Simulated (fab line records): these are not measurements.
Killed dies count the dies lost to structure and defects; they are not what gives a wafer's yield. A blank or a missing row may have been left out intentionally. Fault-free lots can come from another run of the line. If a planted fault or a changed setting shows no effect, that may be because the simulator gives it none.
Chamber matching :: flow berkeley cmos170 :: 4 sister chambers for UCB170_GATE_ETCH_15 on rie si-01
The step etches poly-Si in HBr/Cl2, stops on SiO2, time 56.3 s, target depth 278.2 nm. 14 wafers are shown with their chamber, then 6 later ones without.

## WAFERS, EACH WITH ITS CHAMBER
wafer: L999.1
chamber: 0
drypump motor current A (A): 6.3
throttle valve pct (%): 26.44
oes product au (a.u.): 0.815

wafer: L999.3
chamber: 1
drypump motor current A (A): 5.5
throttle valve pct (%): 26.28
oes product au (a.u.): 0.825

wafer: L999.5
chamber: 1
drypump motor current A (A): 5.5
throttle valve pct (%): 26.29
oes product au (a.u.): 0.831

wafer: L997.1
chamber: 2
drypump motor current A (A): 5.3
throttle valve pct (%): 26.62
oes product au (a.u.): 0.858

wafer: L997.5
chamber: 2
drypump motor current A (A): 5.4
throttle valve pct (%): 26.63
oes product au (a.u.): 0.863

wafer: L101.1
chamber: 3
drypump motor current A (A): 6.5
throttle valve pct (%): 26.80
oes product au (a.u.): 0.792

wafer: L101.4
chamber: 1
drypump motor current A (A): 5.5
throttle valve pct (%): 26.28
oes product au (a.u.): 0.771

wafer: L101.5
chamber: 1
drypump motor current A (A): 5.5
throttle valve pct (%): 26.30
oes product au (a.u.): 0.776

wafer: L109.1
chamber: 0
drypump motor current A (A): 6.3
throttle valve pct (%): 26.43
oes product au (a.u.): 0.813

wafer: L109.3
chamber: 2
drypump motor current A (A): 5.3
throttle valve pct (%): 26.63
oes product au (a.u.): 0.838

wafer: L109.6
chamber: 1
drypump motor current A (A): 5.5
throttle valve pct (%): 26.29
oes product au (a.u.): 0.816

wafer: L113.1
chamber: 2
drypump motor current A (A): 5.3
throttle valve pct (%): 26.64
oes product au (a.u.): 0.848

wafer: L113.2
chamber: 3
drypump motor current A (A): 6.5
throttle valve pct (%): 26.82
oes product au (a.u.): 0.840

wafer: L113.6
chamber: 3
drypump motor current A (A): 6.5
throttle valve pct (%): 26.80
oes product au (a.u.): 0.838

SIGNATURES, as means of the wafers listed above
reading: drypump motor current A
chamber 0: 6.300
chamber 1: 5.500
chamber 2: 5.325
chamber 3: 6.500
scatter within a chamber: 0.0274

reading: throttle valve pct
chamber 0: 26.4350
chamber 1: 26.2880
chamber 2: 26.6300
chamber 3: 26.8067
scatter within a chamber: 0.00893

reading: oes product au
chamber 0: 0.81400
chamber 1: 0.80380
chamber 2: 0.85175
chamber 3: 0.82333
scatter within a chamber: 0.0224
Rule: for each reading, subtract the chamber's mean from the wafer's reading, divide by that reading's scatter and square the result; add these up over the readings and take the root, which gives the wafer's distance from the chamber. The wafer belongs to the nearest chamber; if the next one is less than 2 further off, it can't be placed. The scatter: take each reading less its chamber's mean, square it, sum over the shown wafers, divide by the number of wafers less the number of chambers, and take the root.

## WAFERS WITHOUT THEIR CHAMBER
wafer: L115.1
drypump motor current A (A): 6.3
throttle valve pct (%): 26.42
oes product au (a.u.): 0.814

wafer: L115.2
drypump motor current A (A): 6.5
throttle valve pct (%): 26.78
oes product au (a.u.): 0.837

wafer: L115.5
drypump motor current A (A): 6.3
throttle valve pct (%): 26.43
oes product au (a.u.): 0.807

wafer: L116.3
drypump motor current A (A): 5.4
throttle valve pct (%): 26.64
oes product au (a.u.): 0.854

wafer: L116.4
drypump motor current A (A): 5.5
throttle valve pct (%): 26.28
oes product au (a.u.): 0.831

wafer: L116.5
drypump motor current A (A): 6.3
throttle valve pct (%): 26.43
oes product au (a.u.): 0.819

## EACH ONE'S CHAMBER
wafer: L115.1
from the rows above: 0
in truth: 0

wafer: L115.2
from the rows above: 3
in truth: 3

wafer: L115.5
from the rows above: 0
in truth: 0

wafer: L116.3
from the rows above: 2
in truth: 2

wafer: L116.4
from the rows above: 1
in truth: 1

wafer: L116.5
from the rows above: 0
in truth: 0
6 of 6 placed correctly. Left unplaced by these rows: 0. Placed wrongly: 0.
